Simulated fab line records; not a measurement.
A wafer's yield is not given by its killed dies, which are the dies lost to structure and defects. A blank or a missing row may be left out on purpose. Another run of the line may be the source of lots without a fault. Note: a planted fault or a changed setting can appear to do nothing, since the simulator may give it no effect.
A struck lot beside a sound one | flow ritCmos | 22 out of 202 route steps
Sound: the wafers L141.1, L141.2, L141.3. The struck wafers were L149.1, L149.2, L149.6. At the end, the cause is stated.
Each step with rows lists, per side, the tool, then ch with its chambers, then its first start. Under that, the readings that differ: sound wafers | struck wafers | difference of the means | sigmas: that difference in standard deviations of wafers without a fault.
alike: readings whose means differ by less than 2 such deviations, and words and numbers that are the same on both sides. not compared: withheld readings, readings that some wafer has no value for, bounds like >300 that may hide the same value, and numbers for which the record gives no deviation and whose values overlap.
Wherever a step has rows on one side only, a row that says differs or no value, or a row with sigmas, the two part there. Numbers that don't overlap but have no deviation are shown without sigmas and don't part them. A reading that every wafer of one side lacks parts them only if that side has two wafers or more.

first, 2 steps without rows for these wafers: RIT_NSD_HARDBAKE_07 (time 60 s); RIT_NSD_IMPLANT_08.
RIT_NSD_STRIP_09: strips in O2, time 180 s.
  sound on plasmaAsher-02 ch 0,1, day 3 21:37; struck on plasmaAsher-02 ch 0,1, day 5 14:13
  alike: drypumpMotorCurrentA
  not compared: rfHoursCounterH
RIT_NSD_TW_MEAS_10:
  struck on filmMetro-02, day 5 14:24; sound on filmMetro-01, day 3 21:48
reading | sound          | struck         | difference | sigmas
NSD_TW  | 3099 3105 3103 | 3171 3158 3157 | +60        | +3
then, 6 steps without rows for these wafers: RIT_PSD_HMDS_00 (prime time 60 s); RIT_PSD_COAT_01 (resist thk 1000 nm); RIT_PSD_SOFTBAKE_02 (time 60 s); RIT_PSD_EXPOSE_03 (exposes mask M10, target cd 40900 nm); RIT_PSD_PEB_04; RIT_PSD_DEVELOP_05 (develop time 50 s).
RIT_PSD_OVL_MEAS_06:
  struck on overlay-01, day 5 15:26; sound on overlay-02, day 3 22:50
  alike: PSD_OVL
then, 1 step without rows for these wafers: RIT_PSD_HARDBAKE_07 (time 60 s).
RIT_PSD_IMPLANT_08:
  sound on implanter-02 ch 0, day 3 23:01; struck on implanter-04 ch 0, day 5 15:37
reading                       | sound                         | struck                        | difference | sigmas
beamOnS (s)                   | 13.2 13.4 13.5                | 10.1 10.0 9.8                 | -3.4       | -3
doseIonsCm2                   | 5.006e+15 4.996e+15 4.993e+15 | 2.337e+15 2.335e+15 2.332e+15 | -2.664e+15 | -99 or more
endStationPressureTorr (Torr) | 1.43e-05 1.32e-05 1.48e-05    | 1.01e-05 1.07e-05 1.12e-05    | -3.43e-06  | -3
faradayCurrentUA              | 11639 11541 11381             | 7133 7259 7359                | -4270      | -5
  alike: tiltDeg
RIT_PSD_STRIP_09: strips in O2, time 180 s.
  sound on plasmaAsher-04 ch 0,1, day 3 23:10; struck on plasmaAsher-04 ch 0,1, day 5 15:46
  alike: drypumpMotorCurrentA
  not compared: rfHoursCounterH
RIT_PSD_TW_MEAS_10:
  struck on filmMetro-02, day 5 15:56; sound on filmMetro-02, day 3 23:20
reading | sound          | struck         | difference | sigmas
PSD_TW  | 3470 3456 3467 | 3138 3127 3107 | -340       | -16
then, 3 steps without rows for these wafers: RIT_SDANNEAL_CLEAN_00 (cleans in SC1, time 600 s); RIT_SDANNEAL_CLEAN_01 (cleans in dHF, time 30 s); RIT_SDANNEAL_CLEAN_02 (cleans in SC2, time 600 s).
RIT_SDANNEAL_RTA_03: time 5 s.
  sound on rtpAnneal-01 ch 0, day 3 23:46; struck on rtpAnneal-01 ch 0, day 5 16:23
reading     | sound                | struck               | difference | sigmas
rampUpCPerS | 341.94 341.95 341.96 | 342.11 342.11 342.07 | +0.15      | +2
  alike: rampDownCPerS, wafer_temp_C_max
RIT_SDANNEAL_RS_MEAS_04: measures by four-point-probe.
  struck on filmMetro-01, day 5 16:26; sound on filmMetro-01, day 3 23:50
reading         | sound             | struck            | difference | sigmas
PSD_RS (ohm/sq) | 115.9 115.9 116.1 | 127.3 127.0 126.8 | +11.1      | +35
RIT_SDANNEAL_RS_MEAS_05: measures by four-point-probe.
  struck on filmMetro-01, day 5 16:34; sound on filmMetro-01, day 3 23:57
  alike: NSD_RS
RIT_M1_PROBE_99:
  struck on prober-02, day 5 23:41; sound on prober-02, day 4 07:19
reading                                | sound                | struck              | difference | sigmas
model.etest.pmos_0p3.rOnOhmUm          | 6232 6278 6205       | 6783 6763 6654      | +495       | 
model.etest.contactPplus.endOhmUm      | 41.67 43.73 43.39    | 71.39 66.36 68.6    | +25.85     | 
model.etest.pmos_0p3.driveUaUm         | 101.5 101.6 101.9    | 91.57 92.22 93.91   | -9.10      | 
model.etest.ppolyLine.rsOhmSq          | 16.44 16.14 16.32    | 16.87 17.22 17.1    | +0.76      | 
model.etest.vpnp.gain                  | 1.074 1.086 1.065    | 0.7731 0.8033 0.787 | -0.2872    | 
model.etest.pmos_0p15.toxInvNm (nm)    | 3.998 4.018 4.005    | 4.234 4.298 4.194   | +0.235     | 
model.etest.pmos_0p15.junctionLog10AUm | -13.73 -13.84 -13.92 | -13.6 -13.66 -13.57 | +0.2       | 
model.etest.diodePplusComb.cjFfUm2     | 1.96 1.954 1.961     | 1.966 1.97 1.969    | +0.010     | 
  alike: killedAtContacts, killedAtFrontEnd, killedDies, killedOpen, killedShort

WHERE THEY PART
Last at RIT_SDANNEAL_RS_MEAS_04 as far as this record goes, first at RIT_NSD_TW_MEAS_10. Later steps at which nothing parts them and some readings are alike: RIT_SDANNEAL_RS_MEAS_05, RIT_M1_PROBE_99.

WHY: the cause the simulator had injected
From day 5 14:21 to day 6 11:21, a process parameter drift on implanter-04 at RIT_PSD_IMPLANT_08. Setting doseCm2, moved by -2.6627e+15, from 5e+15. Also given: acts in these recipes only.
